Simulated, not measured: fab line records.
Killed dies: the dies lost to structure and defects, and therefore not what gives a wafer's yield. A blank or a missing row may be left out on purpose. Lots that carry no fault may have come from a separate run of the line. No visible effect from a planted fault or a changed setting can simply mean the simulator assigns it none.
Split-lot trial -- flow berkeley_cmos170 -- route with 331 steps; 5 lots, 23 wafers read

## ON THE SPLIT
At UCB170_CONTACT_COAT_10 (resist thk 900 nm), the setting resist_thk_nm was moved away from the recipe's 900 nm on 6 of the 23 wafers read, by -3.9% to +3.4%. All remaining wafers had this setting at the recipe value.

## FROM THE SPLIT TO THE READING: what the file shows between them, 3 steps
- UCB170_CONTACT_SOFTBAKE_11: time 57.71 s
- UCB170_CONTACT_EXPOSE_12: exposes mask CONT, target cd 700 nm
- UCB170_CONTACT_ETCH_17: etches BARC in N2/H2

## THE READING
KrF_of_CONTACT_COAT_10.thk_nm (the simulator's own value, which no gauge read), in nm, at UCB170_CONTACT_ETCH_18 (etches PSG in CHF3/CF4/Ar, stops on TiSi2, target depth 840 nm, time 195 s). No usual value for it is given in the file. The 17 wafers here that ran the recipe average 690.0 nm, standard deviation 4.6 nm.

wafer,"tool, chamber at the split","resist_thk_nm as run, nm",against the recipe,"KrF_of_CONTACT_COAT_10.thk_nm, nm",against lot-mates on the recipe
L074.1,"litho_track-01, 0",900,recipe,690.4,-
L074.3,"litho_track-01, 0",900,recipe,688.6,-
L074.4,"litho_track-01, 0",900,recipe,693.3,-
L074.5,"litho_track-01, 0",900,recipe,689,-
L074.6,"litho_track-01, 0",900,recipe,689.6,-
L083.1,"litho_track-02, 0",930.5,+3.4%,720.7,+27.8
L083.2,"litho_track-02, 0",900,recipe,696.5,-
L083.4,"litho_track-02, 0",930.5,+3.4%,716.7,+23.8
L083.5,"litho_track-02, 0",930.5,+3.4%,718.9,+25.9
L083.6,"litho_track-02, 0",900,recipe,689.4,-
L082.2,"litho_track-01, 0",900,recipe,690.7,-
L082.3,"litho_track-01, 0",864.6,-3.9%,660.6,-29.4
L082.4,"litho_track-01, 0",864.6,-3.9%,663.9,-26.1
L082.5,"litho_track-01, 0",900,recipe,689.2,-
L082.6,"litho_track-01, 0",864.6,-3.9%,664.4,-25.6
L084.3,"litho_track-02, 0",900,recipe,684,-
L084.5,"litho_track-02, 0",900,recipe,681.1,-
L084.6,"litho_track-02, 0",900,recipe,683,-
L085.1,"litho_track-01, 0",900,recipe,688.6,-
L085.3,"litho_track-01, 0",900,recipe,690.2,-
L085.4,"litho_track-01, 0",900,recipe,700,-
L085.5,"litho_track-01, 0",900,recipe,689.7,-
L085.6,"litho_track-01, 0",900,recipe,696.4,-

FIT RESULTS
A straight line over all 23 wafers: KrF_of_CONTACT_COAT_10.thk_nm changes by +7.58 nm for each +1% of resist_thk_nm; r = +0.96; the points scatter about the line by 4.5 nm.
The same after taking each lot's own level away (the mean of its wafers on the recipe; 23 wafers): +7.19 nm for each +1%; r = +0.98; scatter 2.8 nm.
Per that fit: largest resist_thk_nm move, reading shift of 28 nm.
Across the lots, their own levels run from 682.70 to 692.98 nm, a range of 2.2 times the standard deviation given above.
The two slopes are in agreement: the lot-to-lot level therefore moves the slope only a little.
Check: -27.5 nm against its lot-mates is what the line predicts for one of the wafers moved furthest among these (-3.9%) when that wafer is left out of the fit. Against them it came out at -29.4 nm.

## FURTHER SPLITS ON THESE WAFERS
Note: prior to the reading, these wafers also went through further splits. Each is held against what the fit with the lots' levels taken away leaves over:
other split on the same wafers,wafers away from the commonest value,r with KrF_of_CONTACT_COAT_10.thk_nm (lot level and that fit taken away)
UCB170_NWELL_OXIDATION_01 temp_c,18,+0.12
UCB170_NWELL_PEB_10 peb_temp_c,10,+0.27
UCB170_ACTIVE_OXIDATION_02 ox_time_s,10,-0.02
UCB170_FIELD_OXIDATION_01 ox_time_s,15,+0.01
UCB170_PVT_STRIP_08 o2_flow_sccm,9,-0.11
UCB170_NLDD_IMPLANT_09 energy_kev,11,-0.04
UCB170_NSD_EXPOSE_03 dose_mj,11,-0.05
UCB170_NSD_IMPLANT_08 energy_kev,9,+0.13
UCB170_SILICIDE_SPUTTER_01 time_s,11,+0.10

## THE WHOLE CHAIN: every reading that the file lists as answering this split, in the file's order
step,what it does,reading,change (the file's fit),r (the file's)
UCB170_CONTACT_COAT_10,resist thk 900 nm,"KrF_of_CONTACT_COAT_10.thk_nm (the simulator's own value, which no gauge read)",+8.64 nm for each +1% of the setting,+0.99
UCB170_CONTACT_ETCH_18,"etches PSG in CHF3/CF4/Ar, stops on TiSi2, target depth 840 nm, time 195 s","KrF_of_CONTACT_COAT_10.thk_nm (the simulator's own value, which no gauge read)",+7.19 nm for each +1% of the setting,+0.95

## THE FILE'S OWN FIT
KrF_of_CONTACT_COAT_10.thk_nm changes by +7.19 nm for each +1% of resist_thk_nm, r = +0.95.
